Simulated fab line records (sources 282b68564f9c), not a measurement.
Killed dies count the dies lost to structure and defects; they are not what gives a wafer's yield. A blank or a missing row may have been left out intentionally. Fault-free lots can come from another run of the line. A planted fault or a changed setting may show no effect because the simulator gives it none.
A lot that was struck, set against a sound lot -- flow ritCmos -- 17 steps out of a route of 202
Sound: the wafers L167.1, L167.2, L167.6. Wafers struck: L163.3, L163.4, L163.6. At the end, the cause is stated.
For every step that has rows: the tool of each side, followed by ch and its chambers, followed by its first start. Under that, the readings that differ: sound wafers -- struck wafers -- difference of the means -- sigmas: that difference in standard deviations of wafers without a fault.
alike: readings whose means differ by less than 2 such deviations, and words and numbers that are the same on both sides. not compared: withheld readings, readings that some wafer has no value for, bounds like >300 that may hide the same value, and numbers for which the record gives no deviation and whose values overlap.
Wherever a step has rows on one side only, a row that says differs or no value, or a row with sigmas, the two part there. Numbers that don't overlap but have no deviation are shown without sigmas and don't part them. Lack of a reading on every wafer of one side parts them only where that side has two or more wafers.

first, 1 step without rows for these wafers: RIT_ACTIVE_OXIDATION_01 (target thk 46.8 nm, ox time 3360 s).
RIT_ACTIVE_THK_MEAS_02:
  struck on filmMetro-02, day 3 19:25; sound on filmMetro-02, day 4 16:22
  alike: ACTIVE_OXIDE_THK
then, 1 step without rows for these wafers: RIT_ACTIVE_CVD_03 (deposits Si3N4 from SiH2Cl2/NH3, target thk 150 nm, time 1500 s).
RIT_ACTIVE_THK_MEAS_04:
  struck on filmMetro-03, day 3 22:09; sound on filmMetro-04, day 4 17:50
  alike: ACTIVE_NITRIDE_THK
then, 6 steps without rows for these wafers: RIT_ACTIVE_HMDS_05 (prime time 60 s); RIT_ACTIVE_COAT_06 (resist thk 1000 nm); RIT_ACTIVE_SOFTBAKE_07 (time 60 s); RIT_ACTIVE_EXPOSE_08 (exposes mask M1, target cd 1400 nm); RIT_ACTIVE_PEB_09; RIT_ACTIVE_DEVELOP_10 (develop time 50 s).
RIT_ACTIVE_CD_MEAS_11: target cd 1400 nm.
  struck on cdSem-02, day 3 23:19; sound on cdSem-02, day 4 18:44
  alike: cdNm
then, 1 step without rows for these wafers: RIT_ACTIVE_HARDBAKE_12 (time 60 s).
RIT_ACTIVE_ETCH_13: etches Si3N4 in SF6, stops on SiO2, time 210 s, target depth 210 nm.
  sound on rieDiel-02 ch 0,2, day 4 19:01; struck on rieDiel-01 ch 0,1,3, day 3 23:32
  no value came back on the struck wafers for any of 5 readings (SF6_flow_sccm (sccm), chamberPressureMTorr (mTorr) and others); on the sound wafers SF6_flow_sccm (sccm) reads 200.4 201.0 200.3
reading,sound,struck,difference,sigmas
model.NOVOLAK_of_ACTIVE_COAT_06.thkNm (nm),649.6 657.6 657.6,881.5 880 881,+225.9,
  not compared: rfHoursCounterH
RIT_ACTIVE_STRIP_14: strips in O2, time 180 s.
  sound on plasmaAsher-03 ch 0,1, day 4 19:09; struck on plasmaAsher-04 ch 0,1, day 3 23:44
  alike: drypumpMotorCurrentA
  not compared: rfHoursCounterH
RIT_ACTIVE_CD_MEAS_90: target cd 1400 nm.
  struck on cdSem-01, day 3 23:53; sound on cdSem-02, day 4 19:19
reading,sound,struck,difference,sigmas
cdNm (nm),1402.2 1399.0 1396.6,- - -,no value on the struck wafers,
then, 1 step without rows for these wafers: RIT_ACTIVE_CLEAN_15 (cleans in SC1, time 600 s).
-- the record jumps here: 2 days lie between the struck wafers' starts before and after (it left off in module ACTIVE and takes up again in module M1, whose first step shown is number 202 of the route) --
RIT_M1_PROBE_99:
  struck on prober-01, day 6 00:22; sound on prober-01, day 6 17:34
reading,sound,struck,difference,sigmas
killedAtFrontEnd,9 7 8,264 264 264,+256,+95
killedDies,9 7 8,264 264 264,+256,+95
killedOnRim,2 2 1,70 70 70,+68,+57
  alike: killedOpen, killedShort

WHERE THEY PART
Earliest at RIT_ACTIVE_ETCH_13; latest, in this record, at RIT_M1_PROBE_99.

WHY: what the simulator had put in
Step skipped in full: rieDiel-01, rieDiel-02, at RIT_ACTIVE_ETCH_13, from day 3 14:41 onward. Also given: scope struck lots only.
